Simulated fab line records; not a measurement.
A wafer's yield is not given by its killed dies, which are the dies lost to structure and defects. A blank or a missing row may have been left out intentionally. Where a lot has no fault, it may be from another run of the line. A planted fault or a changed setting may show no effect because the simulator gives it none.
Chamber matching -- flow berkeley-cmos170 -- UCB170_ZERO_ETCH_06 on rie-diel-01: 4 sister chambers
The step etches SiO2 in CHF3/CF4/Ar, time 12 s. 8 wafers are shown with their chamber, then 7 later ones without.

== WAFERS PAIRED WITH THEIR CHAMBERS ==
wafer,chamber,drypump-motor-current-A (A),throttle-valve-pct (%)
L221.6,3,6.4,9.33
L222.5,3,6.5,9.30
L225.6,1,5.3,9.24
L234.4,2,5.8,9.40
L234.5,0,6.0,9.14
L234.6,1,5.3,9.25
L236.3,2,5.8,9.38
L236.5,0,6.0,9.13

== WAFERS WITH NO CHAMBER GIVEN ==
wafer,drypump-motor-current-A (A),throttle-valve-pct (%)
L236.6,5.8,9.37
L241.2,5.9,9.12
L241.4,5.8,9.40
L241.5,6.0,9.13
L242.1,6.0,9.13
L242.2,5.3,9.25
L242.6,6.0,9.13

== WHICH CHAMBER EACH ONE RAN IN ==
wafer,from the rows above,in truth
L236.6,2,2
L241.2,0,0
L241.4,2,2
L241.5,0,0
L242.1,0,0
L242.2,1,1
L242.6,0,0
Correctly placed: 7 of 7. Not placeable from these rows: 0. Wrongly placed: 0.
How it was worked out, from the rows above alone: a wafer's distance from a chamber is the root of the sum, over the readings, of the square of ((its reading less the chamber's mean) divided by the reading's scatter). If the next closest chamber is less than 2 further off than the closest, the wafer can't be placed; otherwise it belongs to the closest. A chamber's mean is the mean of its shown wafers. The scatter is the square root of a quotient: the sum, over the shown wafers, of each reading's squared deviation from its chamber's mean, divided by wafers minus chambers.
